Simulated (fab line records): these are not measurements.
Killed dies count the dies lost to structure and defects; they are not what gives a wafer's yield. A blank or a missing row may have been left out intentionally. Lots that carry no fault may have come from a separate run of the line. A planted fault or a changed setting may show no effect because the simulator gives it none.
fab line records + flow berkeleyCmos170 + part 2 of 2: steps 28 to 37 of 37
[record]
- lots = 5
- wafers = 15
- lastDay = 11
route steps=331 shown M1@240 V1@254 M2@271
lots with no fault: from the same line, run without faults
startH: start of the lot's first displayed wafer, in hours after the record's first day + waitH: hours since the lot's step before + " the same as in the row above + L1.1+2: one row covering several wafers at once + - no value, or no start given + * or withheld: withheld + < > ~ a bound
route shown NAME@n: a module of which the file shows steps, and the number in the route of the first + usual: mean/standard deviation of fault-free wafers + same: alike in all rows + chamber/n: place in a boat + sites: readings site by site + _std_site: standard deviation across them + _edge_site: mean of outer sites minus mean of inner sites + radiusMm: for every site, how far away it sits from the centre of the wafer + mask NAME#n: copy n + behind: the tool/chamber that last shaped the wafer + hold: cause of the lot's hold/its duration in hours/its outcome + device: which transistor (n, p or np) failed to switch + end of line: tests of these same wafers at the route's end + a step with no rows: only its recipe + killed: dies lost to structure and defects at the first sort, not the wafer's yield + map: a wafer's dies, marking killed ones x, the rest . and places with no die _
set.NAME: the setting the step ran with; set.NAME@STEP: the setting that earlier step ran with + model.NAME: the simulator's own value behind a step, which no gauge read
certain route steps with their lots: each step a table, each wafer a row
services: the hour from which a tool's chamber was out of use, counted from the record's first day as startH (under 0 if before that day), plus the number of hours and why
[[steps]]
[step UCB170_V1_OVL_MEAS_13]
[usual]
- V1_OVL = -1/5.1
| lot.wafer | tool       | chamber | startH | waitH | V1_OVL[nm] |
|-----------|------------|---------|--------|-------|------------|
| L077.1    | overlay-01 | -       | 168.51 | 0.1   | -8         |
| L077.2    | "          | -       | "      | "     | -8         |
| L077.3    | "          | -       | "      | "     | -2         |
| L079.2    | overlay-01 | -       | 168.72 | 0.1   | -2         |
| L079.3    | "          | -       | "      | "     | -9         |
| L079.6    | "          | -       | "      | "     | -5         |
| L084.3    | overlay-01 | -       | 204.60 | 0.1   | 0          |
| L084.5    | "          | -       | "      | "     | 2          |
| L084.6    | "          | -       | "      | "     | 0          |
| L088.4    | overlay-01 | -       | 226.50 | 0.1   | -2         |
| L088.5    | "          | -       | "      | "     | 7          |
| L088.6    | "          | -       | "      | "     | 2          |
| L097.3    | overlay-02 | -       | 262.82 | 0.1   | 5          |
| L097.5    | "          | -       | "      | "     | 2          |
| L097.6    | "          | -       | "      | "     | -2         |
[step UCB170_V1_ETCH_14]
[recipe]
- chemistry = CHF3/CF4/Ar
- target = SiO2
- stopOn = Al
- CHF3_flow_sccm = 45
- cf4FlowSccm = 15
- Ar_flow_sccm = 150
- pressureMtorr = 200
- rfW = 700
- targetDepthA = 12500
- overEtchFrac = 0.25
- timeS = 291
[usual]
- cf4FlowSccm = 15.01/0.046
- drypumpMotorCurrentA = 6.1/0.47
- oesProductAu = 0.869/0.015
- rfFwdPowerW = 698.4/2.2
- throttleValvePct = 6.97/0.11
| lot.wafer | tool       | chamber | startH | waitH | cf4FlowSccm | drypumpMotorCurrentA | oesProductAu | rfFwdPowerW | rfHoursCounterH | throttleValvePct |
|-----------|------------|---------|--------|-------|-------------|----------------------|--------------|-------------|-----------------|------------------|
| L077.1    | rieDiel-04 | 3       | 168.54 | 0.0   | 14.99       | 6.5                  | 0.889        | 698.5       | 138             | 7.14             |
| L077.2    | "          | 2       | "      | "     | 14.97       | 6.1                  | 0.876        | 698.5       | 105             | 7.05             |
| L077.3    | "          | 0       | "      | "     | 15.00       | 6.1                  | 0.861        | 699.8       | 132             | 6.83             |
| L079.2    | rieDiel-03 | 2       | 168.75 | 0.0   | 14.95       | 6.6                  | 0.854        | 699.4       | 99              | 7.09             |
| L079.3    | "          | 3       | "      | "     | 14.95       | 5.7                  | 0.874        | 701.1       | 93              | 6.88             |
| L079.6    | "          | 0       | "      | "     | 14.95       | 6.7                  | 0.860        | 696.0       | -               | 6.98             |
| L084.3    | rieDiel-03 | 1       | 204.63 | 0.0   | 15.10       | 5.8                  | 0.845        | 694.7       | 107             | 7.00             |
| L084.5    | "          | 0       | "      | "     | 14.95       | 6.7                  | 0.854        | 693.2       | -               | 6.97             |
| L084.6    | "          | 3       | "      | "     | 14.97       | 5.7                  | 0.882        | 696.9       | -               | 6.87             |
| L088.4    | rieDiel-01 | 3       | 226.51 | 0.0   | 15.03       | 6.5                  | 0.871        | 697.7       | 91              | 7.01             |
| L088.5    | "          | 2       | "      | "     | 15.02       | 5.1                  | 0.894        | 697.8       | -               | 6.75             |
| L088.6    | "          | 1       | "      | "     | 14.97       | 6.0                  | 0.891        | 698.8       | -               | 7.01             |
| L097.3    | rieDiel-03 | 3       | 262.84 | 0.0   | 15.12       | 5.7                  | 0.888        | 701.7       | 96              | 6.88             |
| L097.5    | "          | 0       | "      | "     | 15.05       | 6.7                  | 0.853        | 701.0       | -               | 6.97             |
| L097.6    | "          | 1       | "      | "     | 15.08       | 5.8                  | 0.859        | 700.8       | -               | 7.00             |
[step UCB170_V1_STRIP_15]
[recipe]
- chemistry = O2
- powerW = 400
- pressureMtorr = 3500
- platenTempC = withheld
- o2FlowSccm = 400
- overashFraction = 0.5
[usual]
- drypumpMotorCurrentA = 5.51/0.11
- oesProductAu = 0.721/0.0044
- stripTimeToEndpointS = 15.29/0.12
| lot.wafer | tool           | chamber | startH | waitH | drypumpMotorCurrentA | oesProductAu | rfHoursCounterH | stripTimeToEndpointS |
|-----------|----------------|---------|--------|-------|----------------------|--------------|-----------------|----------------------|
| L077.1    | plasmaAsher-01 | 1       | 168.72 | 0.1   | 5.39                 | 0.722        | 46              | 15.17                |
| L077.2    | "              | 0       | "      | "     | 5.46                 | 0.722        | 46              | 15.22                |
| L077.3    | "              | 0       | "      | "     | 5.51                 | 0.714        | -               | 15.09                |
| L079.2    | plasmaAsher-02 | 0       | 168.93 | 0.1   | 5.56                 | 0.730        | 40              | 15.48                |
| L079.3    | "              | 0       | "      | "     | 5.62                 | 0.720        | -               | 15.40                |
| L079.6    | "              | 1       | "      | "     | 5.50                 | 0.729        | -               | 15.43                |
| L084.3    | plasmaAsher-01 | 1       | 204.84 | 0.1   | 5.38                 | 0.725        | -               | 15.43                |
| L084.5    | "              | 0       | "      | "     | 5.49                 | 0.721        | -               | 15.41                |
| L084.6    | "              | 1       | "      | "     | 5.38                 | 0.721        | -               | 15.39                |
| L088.4    | plasmaAsher-01 | 0       | 226.73 | 0.1   | 5.45                 | 0.725        | -               | 15.11                |
| L088.5    | "              | 1       | "      | "     | 5.39                 | 0.726        | -               | 15.14                |
| L088.6    | "              | 0       | "      | "     | 5.47                 | 0.718        | -               | 15.20                |
| L097.3    | plasmaAsher-03 | 0       | 263.05 | 0.1   | 5.41                 | 0.717        | -               | 15.24                |
| L097.5    | "              | 1       | "      | "     | 5.69                 | 0.718        | -               | 15.38                |
| L097.6    | "              | 0       | "      | "     | 5.39                 | 0.724        | -               | 15.34                |
[step UCB170_V1_CD_MEAS_90]
[recipe]
- targetCdNm = 700
[usual]
- cdNm = 700.3/1.7
| lot.wafer | tool     | chamber | startH | waitH | cdNm  |
|-----------|----------|---------|--------|-------|-------|
| L077.1    | cdSem-01 | -       | 168.82 | 0.1   | 700.9 |
| L077.2    | "        | -       | "      | "     | 700.9 |
| L077.3    | "        | -       | "      | "     | 702.0 |
| L079.2    | cdSem-02 | -       | 169.05 | 0.1   | 699.3 |
| L079.3    | "        | -       | "      | "     | 699.4 |
| L079.6    | "        | -       | "      | "     | 698.6 |
| L084.3    | cdSem-01 | -       | 204.99 | 0.1   | 699.1 |
| L084.5    | "        | -       | "      | "     | 698.2 |
| L084.6    | "        | -       | "      | "     | 699.4 |
| L088.4    | cdSem-01 | -       | 226.85 | 0.1   | 701.1 |
| L088.5    | "        | -       | "      | "     | 704.2 |
| L088.6    | "        | -       | "      | "     | 702.0 |
| L097.3    | cdSem-01 | -       | 263.16 | 0.1   | 699.9 |
| L097.5    | "        | -       | "      | "     | 701.3 |
| L097.6    | "        | -       | "      | "     | 698.6 |
[step UCB170_M2_PRE_CLEAN_00]
[recipe]
- gas = Ar
- precleanEtchTimeS = 60
| lot.wafer  | tool          | chamber | startH | waitH |
|------------|---------------|---------|--------|-------|
| L077.1+2+3 | pvdSputter-04 | -       | 168.94 | 0.1   |
| L079.2+3+6 | pvdSputter-01 | -       | 169.15 | 0.1   |
| L084.3+5+6 | pvdSputter-01 | -       | 205.07 | 0.1   |
| L088.4+5+6 | pvdSputter-04 | -       | 226.91 | 0.0   |
| L097.3+5+6 | pvdSputter-01 | -       | 263.24 | 0.1   |
[step UCB170_M2_SPUTTER_01]
[recipe]
- material = Al
- targetThkNm = 900
- timeS = 120
- powerW = 6000
- chamberPressurePa = 0.5
[usual]
- chamberPressurePa = 0.5000/0.00095
- throttleValvePct = 29.7/0.6
| lot.wafer | tool          | chamber | startH | waitH | chamberPressurePa | throttleValvePct |
|-----------|---------------|---------|--------|-------|-------------------|------------------|
| L077.1    | pvdSputter-04 | -       | 169.01 | 0.0   | 0.5000            | 29.2             |
| L077.2    | "             | -       | "      | "     | 0.4997            | 30.4             |
| L077.3    | "             | -       | "      | "     | 0.5013            | 30.2             |
| L079.2    | pvdSputter-01 | -       | 169.21 | 0.0   | 0.4983            | 28.8             |
| L079.3    | "             | -       | "      | "     | 0.5009            | 29.3             |
| L079.6    | "             | -       | "      | "     | 0.4978            | 29.0             |
| L084.3    | pvdSputter-01 | -       | 205.14 | 0.0   | 0.5008            | 29.1             |
| L084.5    | "             | -       | "      | "     | 0.4996            | 29.5             |
| L084.6    | "             | -       | "      | "     | 0.5014            | 28.8             |
| L088.4    | pvdSputter-04 | -       | 226.98 | 0.0   | 0.5017            | 28.9             |
| L088.5    | "             | -       | "      | "     | 0.5007            | 30.0             |
| L088.6    | "             | -       | "      | "     | 0.5008            | 28.9             |
| L097.3    | pvdSputter-01 | -       | 263.30 | 0.0   | 0.4993            | 29.0             |
| L097.5    | "             | -       | "      | "     | 0.4997            | 29.4             |
| L097.6    | "             | -       | "      | "     | 0.4994            | 28.8             |
[step UCB170_M2_RS_MEAS_02]
[recipe]
- thkMeasGauge = four-point-probe
- reads = Al_of_M2_SPUTTER_01
[usual]
- M2_AL_RS = 0.0324/0.00036
| lot.wafer | tool         | chamber | startH | waitH | M2_AL_RS[ohm/sq] |
|-----------|--------------|---------|--------|-------|------------------|
| L077.1    | filmMetro-03 | -       | 169.09 | 0.0   | 0.0325           |
| L077.2    | "            | -       | "      | "     | 0.0324           |
| L077.3    | "            | -       | "      | "     | 0.0323           |
| L079.2    | filmMetro-02 | -       | 169.32 | 0.1   | 0.0319           |
| L079.3    | "            | -       | "      | "     | 0.0319           |
| L079.6    | "            | -       | "      | "     | 0.0317           |
| L084.3    | filmMetro-04 | -       | 205.26 | 0.1   | 0.0319           |
| L084.5    | "            | -       | "      | "     | 0.0327           |
| L084.6    | "            | -       | "      | "     | 0.0319           |
| L088.4    | filmMetro-03 | -       | 227.12 | 0.1   | 0.0322           |
| L088.5    | "            | -       | "      | "     | 0.0320           |
| L088.6    | "            | -       | "      | "     | 0.0324           |
| L097.3    | filmMetro-04 | -       | 263.43 | 0.1   | 0.0320           |
| L097.5    | "            | -       | "      | "     | 0.0323           |
| L097.6    | "            | -       | "      | "     | 0.0319           |
[step UCB170_M2_THK_MEAS_03]
[recipe]
- thkMeasGauge = xrf
- reads = Al_of_M2_SPUTTER_01
[usual]
- M2_AL_THK = 885/10
| lot.wafer | tool         | chamber | startH | waitH | M2_AL_THK[nm] |
|-----------|--------------|---------|--------|-------|---------------|
| L077.1    | filmMetro-03 | -       | 169.21 | 0.1   | 882           |
| L077.2    | "            | -       | "      | "     | 878           |
| L077.3    | "            | -       | "      | "     | 885           |
| L079.2    | filmMetro-02 | -       | 169.43 | 0.1   | 904           |
| L079.3    | "            | -       | "      | "     | 897           |
| L079.6    | "            | -       | "      | "     | 902           |
| L084.3    | filmMetro-04 | -       | 205.36 | 0.1   | 892           |
| L084.5    | "            | -       | "      | "     | 877           |
| L084.6    | "            | -       | "      | "     | 895           |
| L088.4    | filmMetro-03 | -       | 227.21 | 0.1   | 892           |
| L088.5    | "            | -       | "      | "     | 887           |
| L088.6    | "            | -       | "      | "     | 887           |
| L097.3    | filmMetro-04 | -       | 263.53 | 0.1   | 901           |
| L097.5    | "            | -       | "      | "     | 885           |
| L097.6    | "            | -       | "      | "     | 897           |
[step UCB170_M2_HMDS_04]
[recipe]
- primeTimeS = 60
- primeTempC = 100
[same]
- primeTimeS = 60
| lot.wafer  | tool          | chamber | startH | waitH |
|------------|---------------|---------|--------|-------|
| L077.1+2+3 | lithoTrack-02 | 0       | 169.27 | 0.1   |
| L079.2+3+6 | lithoTrack-04 | 0       | 169.50 | 0.1   |
| L084.3+5+6 | lithoTrack-03 | 0       | 205.58 | 0.2   |
| L088.4+5+6 | lithoTrack-03 | 0       | 227.58 | 0.4   |
| L097.3+5+6 | lithoTrack-02 | 0       | 263.62 | 0.1   |
[step UCB170_M2_COAT_05]
[recipe]
- resist = KrF
- spinRpm = 1500
- resistThkNm = 900
| lot.wafer  | tool          | chamber | startH | waitH |
|------------|---------------|---------|--------|-------|
| L077.1+2+3 | lithoTrack-02 | 0       | 169.42 | 0.1   |
| L079.2+3+6 | lithoTrack-04 | 0       | 169.65 | 0.1   |
| L084.3+5+6 | lithoTrack-03 | 0       | 205.73 | 0.1   |
| L088.4+5+6 | lithoTrack-03 | 0       | 227.73 | 0.1   |
| L097.3+5+6 | lithoTrack-02 | 0       | 263.77 | 0.1   |
[[services]]
| tool           | chamber | startH | hours | kind   |
|----------------|---------|--------|-------|--------|
| rieDiel-03     | 1       | 133.11 | 6.4   | repair |
| cmp-02         | -       | 143.82 | 1.0   | repair |
| cmp-02         | -       | 150.33 | 1.1   | repair |
| rieMetal-02    | -       | 152.13 | 0.6   | repair |
| cmp-02         | -       | 155.73 | 2.9   | repair |
| plasmaAsher-01 | -       | 168.90 | 10.0  | pm     |
| krfScanner-01  | -       | 182.40 | 1.9   | repair |
| furnace-03     | -       | 192.94 | 3.6   | pm     |
| cmp-02         | -       | 193.33 | 1.0   | repair |
| rieDiel-02     | 1       | 205.79 | 10.0  | repair |
| rieDiel-02     | 2       | 206.95 | 8.6   | repair |
| krfScanner-02  | -       | 211.42 | 1.6   | repair |
| krfScanner-01  | -       | 216.96 | 3.3   | repair |
| pvdSputter-01  | -       | 226.87 | 0.7   | repair |
| rieDiel-01     | 0       | 228.09 | 6.7   | repair |
| krfScanner-02  | -       | 230.42 | 1.3   | pm     |
| krfScanner-01  | -       | 233.52 | 0.8   | pm     |
| rieDiel-02     | 0       | 235.37 | 4.8   | repair |
| krfScanner-02  | -       | 236.55 | 4.0   | pm     |
| rieDiel-01     | -       | 240.44 | 1.0   | repair |
| krfScanner-02  | -       | 240.57 | 1.0   | pm     |
| cmp-02         | -       | 251.93 | 4.0   | pm     |
| rieMetal-02    | -       | 252.43 | 1.8   | repair |
| rieDiel-02     | 1       | 253.60 | 7.4   | repair |
